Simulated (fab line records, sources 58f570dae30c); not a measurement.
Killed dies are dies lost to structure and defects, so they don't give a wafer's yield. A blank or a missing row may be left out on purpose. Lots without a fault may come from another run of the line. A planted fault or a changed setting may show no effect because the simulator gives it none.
A struck lot beside a sound one | flow berkeley_cmos170 | 31 steps out of a route of 331
Sound: wafers L557.1, L557.2, L557.3. Struck: wafers L540.4, L540.5, L540.6. The cause comes at the end.
At each step with rows: each side's tool, then ch and its chambers, then its first start. Under that, the readings that differ: sound wafers | struck wafers | difference of the means | sigmas: that difference in standard deviations of wafers without a fault.
alike: readings whose means differ by less than 2 such deviations, and words and numbers that are the same on both sides. not compared: withheld readings, readings that some wafer has no value for, bounds like >300 that may hide the same value, and numbers for which the record gives no deviation and whose values overlap.
The two part at a step that has a row with sigmas, a row that says differs or no value, or rows on one side only. Numbers that don't overlap but have no deviation are shown without sigmas and don't part them. A reading that every wafer of one side lacks parts them only if that side has two wafers or more.

UCB170_SDANNEAL_RTA_01: time 5 s.
  sound on rtp_anneal-02 ch 0, day 11 09:42; struck on rtp_anneal-01 ch 0, day 7 17:02
  alike: lamp_power_pct, wafer_temp_C_max
UCB170_SDANNEAL_RS_MEAS_02: measures by four-point-probe.
  sound on film_metro-03, day 11 09:46; struck on film_metro-04, day 7 17:11
  alike: PSD_RS
UCB170_SDANNEAL_RS_MEAS_03: measures by four-point-probe.
  sound on film_metro-03, day 11 09:53; struck on film_metro-04, day 7 17:19
  alike: NSD_RS
UCB170_SDANNEAL_RS_MEAS_04: measures by four-point-probe.
  sound on film_metro-03, day 11 10:00; struck on film_metro-04, day 7 17:26
  alike: PLDD_RS
UCB170_SDANNEAL_RS_MEAS_05: measures by four-point-probe.
  sound on film_metro-03, day 11 10:07; struck on film_metro-04, day 7 17:33
  alike: NLDD_RS
then, 1 step without rows for these wafers: UCB170_SILICIDE_PRE_CLEAN_00 (preclean etch time 60 s).
UCB170_SILICIDE_SPUTTER_01: material Ti, target thk 30 nm, time 25 s.
  sound on pvd_sputter-02, day 11 10:18; struck on pvd_sputter-04, day 7 17:40
  alike: cathode_dc_power_W, throttle_valve_pct
UCB170_SILICIDE_RS_MEAS_02: measures by four-point-probe.
  sound on film_metro-04, day 11 10:20; struck on film_metro-01, day 7 17:46
  alike: SILICIDE_TI_RS
UCB170_SILICIDE_THK_MEAS_03: measures by xrf.
  sound on film_metro-04, day 11 10:27; struck on film_metro-01, day 7 17:52
  alike: SILICIDE_TI_THK
UCB170_SILICIDE_RTA_04: time 15 s.
  sound on rtp_anneal-02 ch 0, day 11 10:31; struck on rtp_anneal-01 ch 0, day 7 17:55
  reading          | sound             | struck            | difference | sigmas
  wafer_temp_C_max | 652.0 652.1 651.5 | 654.5 654.1 654.4 | +2.5       | +2
  alike: lamp_power_pct
then, 2 steps without rows for these wafers: UCB170_SILICIDE_WET_ETCH_05 (etches Ti in SPM, time 45 s); UCB170_CONTACT_CLEAN_00 (cleans in SPM, time 600 s).
UCB170_CONTACT_CVD_01: deposits PSG from SiH4/O2/PH3, target thk 700 nm, time 2820 s.
  sound on lpcvd-02 ch 0, day 11 10:50; struck on lpcvd-01 ch 0, day 7 19:39
  reading                                 | sound             | struck               | difference | sigmas
  o2_flow_sccm (sccm)                     | 90.06 89.78 90.10 | 135.46 135.59 135.09 | +45.40     | +99 or more
  model.PSG_of_CONTACT_CVD_01.thk_nm (nm) | 691.7 694.5 700.1 | 876.7 876 878.3      | +181.6     |
  alike: spike_tc_centre_C
UCB170_CONTACT_THK_MEAS_02:
  sound on film_metro-04, day 11 12:38; struck on film_metro-04, day 7 21:28
  reading              | sound       | struck      | difference | sigmas
  CONTACT_PSG_THK (nm) | 692 694 700 | 877 876 878 | +182       | +30
then, 3 steps without rows for these wafers: UCB170_CONTACT_HMDS_03 (prime time 60 s); UCB170_CONTACT_COAT_04 (resist thk 900 nm); UCB170_CONTACT_SOFTBAKE_05 (time 60 s).
UCB170_CONTACT_STRIP_06: strips in O2.
  sound on plasma_asher-01 ch 0,1, day 11 13:08; struck on plasma_asher-02 ch 0,1, day 7 22:08
  reading                     | sound       | struck      | difference | sigmas
  drypump_motor_current_A (A) | 5.3 4.6 4.6 | 5.8 6.0 5.8 | +1.0       | +2
  alike: oes_product_au, strip_time_to_endpoint_s
  not compared: rf_hours_counter_h
then, 1 step without rows for these wafers: UCB170_CONTACT_CLEAN_07 (cleans in SPM, time 600 s).
UCB170_CONTACT_RTA_08: time 10 s.
  sound on rtp_anneal-02 ch 0, day 11 13:26; struck on rtp_anneal-01 ch 0, day 7 22:25
  alike: lamp_power_pct, wafer_temp_C_max
then, 6 steps without rows for these wafers: UCB170_CONTACT_COAT_09; UCB170_CONTACT_COAT_10 (resist thk 900 nm); UCB170_CONTACT_SOFTBAKE_11 (time 60 s); UCB170_CONTACT_EXPOSE_12 (exposes mask CONT, target cd 700 nm); UCB170_CONTACT_PEB_13; UCB170_CONTACT_DEVELOP_14 (develop time 45 s).
UCB170_CONTACT_CD_MEAS_15: target cd 700 nm.
  sound on cd_sem-02, day 11 14:20; struck on cd_sem-01, day 7 23:37
  alike: cd_nm
UCB170_CONTACT_OVL_MEAS_16:
  sound on overlay-01, day 11 14:28; struck on overlay-02, day 7 23:41
  alike: CONTACT_OVL
then, 1 step without rows for these wafers: UCB170_CONTACT_ETCH_17 (etches BARC in N2/H2).
UCB170_CONTACT_ETCH_18: etches PSG in CHF3/CF4/Ar, stops on TiSi2, target depth 840 nm, time 195 s.
  sound on rie_diel-01 ch 0,2,3; struck on rie_diel-04 ch 0,1,3
  reading                             | sound             | struck            | difference | sigmas
  oes_product_au (a.u.)               | 0.898 0.891 0.920 | 1.001 1.013 1.002 | +0.102     | +7
  model.CONTACT.feature_depth_nm (nm) | 691.7 694.5 700.1 | 835.9 859.6 835.7 | +148.3     |
  model.etch.depth_nm (nm)            | 691.7 694.5 700.1 | 835.9 859.6 835.7 | +148.3     |
  alike: cf4_flow_sccm, drypump_motor_current_A, throttle_valve_pct
  not compared: rf_hours_counter_h
then, 1 step without rows for these wafers: UCB170_CONTACT_STRIP_19 (strips in O2).

WHERE THEY PART
First at UCB170_SILICIDE_RTA_04; last, within this record, at UCB170_CONTACT_ETCH_18.

WHY: what the simulator had put in
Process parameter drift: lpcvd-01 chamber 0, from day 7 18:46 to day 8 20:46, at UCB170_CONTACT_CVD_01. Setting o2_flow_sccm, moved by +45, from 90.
